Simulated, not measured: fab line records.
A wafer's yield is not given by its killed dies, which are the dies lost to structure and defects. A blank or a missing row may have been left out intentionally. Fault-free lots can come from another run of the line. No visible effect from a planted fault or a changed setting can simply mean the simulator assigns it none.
Matching of chambers + flow berkeleyCmos170 + UCB170_GATE_ETCH_15 on rieSi-01: 4 sister chambers
The step etches poly-Si in HBr/Cl2, stops on SiO2, time 56.3 s, target depth 278.2 nm. 20 wafers are shown with their chamber, then 10 later ones without.

== EACH WAFER AND ITS CHAMBER ==
| wafer  | chamber | drypumpMotorCurrentA (A) | throttleValvePct (%) | oesProductAu (a.u.) |
|--------|---------|--------------------------|----------------------|---------------------|
| L803.1 | 2       | 6.3                      | 26.71                | 0.825               |
| L803.5 | 0       | 5.4                      | 26.61                | 0.862               |
| L803.6 | 1       | 6.1                      | 26.17                | 0.824               |
| L805.4 | 0       | 5.4                      | 26.62                | 0.850               |
| L805.5 | 1       | 6.1                      | 26.18                | 0.827               |
| L805.6 | 0       | 5.4                      | 26.63                | 0.848               |
| L810.1 | 0       | 5.4                      | 26.63                | 0.857               |
| L810.3 | 3       | 5.1                      | 27.00                | 0.845               |
| L810.4 | 1       | 6.1                      | 26.17                | 0.812               |
| L811.2 | 1       | 6.1                      | 26.18                | 0.812               |
| L811.3 | 2       | 6.3                      | 26.70                | 0.809               |
| L811.4 | 0       | 5.4                      | 26.62                | 0.838               |
| L813.3 | 1       | 6.1                      | 26.18                | 0.820               |
| L813.4 | 2       | 6.3                      | 26.69                | 0.824               |
| L813.5 | 3       | 5.1                      | 27.01                | 0.827               |
| L814.2 | 1       | 6.1                      | 26.18                | 0.826               |
| L814.3 | 3       | 5.2                      | 27.00                | 0.844               |
| L814.4 | 1       | 6.1                      | 26.19                | 0.820               |
| L818.1 | 0       | 5.4                      | 26.62                | 0.848               |
| L818.2 | 3       | 5.1                      | 26.99                | 0.840               |

SIGNATURES (averages over the wafers above)
| reading              | chamber 0 | chamber 1 | chamber 2 | chamber 3 | scatter within a chamber |
|----------------------|-----------|-----------|-----------|-----------|--------------------------|
| drypumpMotorCurrentA | 5.400     | 6.100     | 6.300     | 5.125     | 0.0217                   |
| throttleValvePct     | 26.6217   | 26.1786   | 26.7000   | 27.0000   | 0.00778                  |
| oesProductAu         | 0.85050   | 0.82014   | 0.81933   | 0.83900   | 0.00766                  |
Rule: a wafer lies at a distance from a chamber equal to the root of the sum of squares, over the readings, of (its reading less the chamber's mean, divided by the reading's scatter). The wafer belongs to the nearest chamber; if the next one is less than 2 further off, it can't be placed. How the scatter is found: for the shown wafers, subtract from each reading the mean of its chamber, square and add these, divide the total by (wafers less chambers), then take the root.

== WAFERS MISSING THEIR CHAMBER ==
| wafer  | drypumpMotorCurrentA (A) | throttleValvePct (%) | oesProductAu (a.u.) |
|--------|--------------------------|----------------------|---------------------|
| L818.6 | 6.3                      | 26.70                | 0.833               |
| L823.2 | 5.1                      | 26.99                | 0.851               |
| L823.5 | 6.3                      | 26.69                | 0.826               |
| L823.6 | 6.1                      | 26.18                | 0.824               |
| L824.2 | 6.1                      | 26.17                | 0.834               |
| L824.3 | 5.1                      | 27.01                | 0.843               |
| L824.5 | 5.2                      | 26.98                | 0.858               |
| L825.1 | 6.1                      | 26.16                | 0.818               |
| L825.2 | 5.4                      | 26.62                | 0.854               |
| L825.6 | 5.1                      | 26.99                | 0.847               |

== EACH ONE'S CHAMBER ==
| wafer  | from the rows above | in truth |
|--------|---------------------|----------|
| L818.6 | 2                   | 2        |
| L823.2 | 3                   | 3        |
| L823.5 | 2                   | 2        |
| L823.6 | 1                   | 1        |
| L824.2 | 1                   | 1        |
| L824.3 | 3                   | 3        |
| L824.5 | 3                   | 3        |
| L825.1 | 1                   | 1        |
| L825.2 | 0                   | 0        |
| L825.6 | 3                   | 3        |
10 of 10 placed correctly. Can't be placed from these rows: 0. Wrongly placed: 0.
